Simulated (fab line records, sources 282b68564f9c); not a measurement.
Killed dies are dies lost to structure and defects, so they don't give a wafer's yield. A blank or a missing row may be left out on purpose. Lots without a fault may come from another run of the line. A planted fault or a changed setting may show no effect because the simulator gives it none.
Problem report in the 8D (eight disciplines) form, filled by code | flow rit_cmos | the parts of the form that need people (team, actions taken, sign-off) are left out

1. THE PROBLEM
spin_speed_rpm at RIT_NSD_COAT_01 reads a mean of 3010.3 rpm on 6 wafers of 2 lots; wafers without a fault read 3250.2 rpm with a standard deviation of 1.9. That is -99 or more standard deviations from the usual mean.
The step: resist thk 1000 nm.
First seen on wafer L846.2, day 6 02:23, on litho_track-03. The record holds 18 wafers of 6 lots with a number at this step. Rule for "out", or "out of limits": more than 4 standard deviations from the usual mean. The other wafers with a number count as sound.

2. WHAT IT IS AND WHAT IT IS NOT
question                    | is                     | is not
which readings at this step | spin_speed_rpm         | -
which lots                  | L846, L847             | L832, L836, L845, L854
which wafers of those lots  | all that have a number | -
read on which tools         | litho_track-03         | litho_track-01, litho_track-02
when                        | from day 6 02:23       | up to then (9 sound wafers); but 3 sound wafers of L854 came after

3. SUSPECTS, AND WHAT RULES EACH OUT
Counting: a tool at a process step up to the reading stays a suspect if it ran every lot that is out and no sound lot after the first of them.
- litho_track-03 at RIT_NSD_COAT_01 (resist thk 1000 nm): kept. It ran every lot that is out, first L846 (day 6 02:23), and no sound lot after that; its last sound lot up to then is L836 (day 4 00:47). Its own readings are out on those wafers: spin_speed_rpm.
Left after counting: litho_track-03 at RIT_NSD_COAT_01.

4. THE CAUSE (what the simulator had put in)
Process parameter drift: litho_track-03, from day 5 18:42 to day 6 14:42, at RIT_NSD_COAT_01. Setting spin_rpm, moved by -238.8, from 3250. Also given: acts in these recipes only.
Counting left only this tool.

5. THE CHAIN OF EFFECTS, in route order
Each row: a reading whose mean over the struck wafers that have a number lies more than 3 standard deviations from the usual. Only readings for which the record gives a usual standard deviation are gone through. hours: the time from each lot's start at the first step in this table that gives one to its start at this step, as a median over the lots. sigmas: the change in usual standard deviations.
hours | step            | reading        | usual      | on struck wafers | change | sigmas
0     | RIT_NSD_COAT_01 | spin_speed_rpm | 3250.2 rpm | 3010.3           | -239.9 | -99 or more
The process steps in it:
- RIT_NSD_COAT_01: resist thk 1000 nm.
Later measuring or inspecting steps at which every struck wafer that the step has a row for has a number for every such reading, and none has moved that far: RIT_NSD_OVL_MEAS_06.

6. WHAT WOULD HAVE CAUGHT IT SOONER
In this record the first reading out of limits was taken at day 6 02:23, 8 hours after the fault began at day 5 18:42.
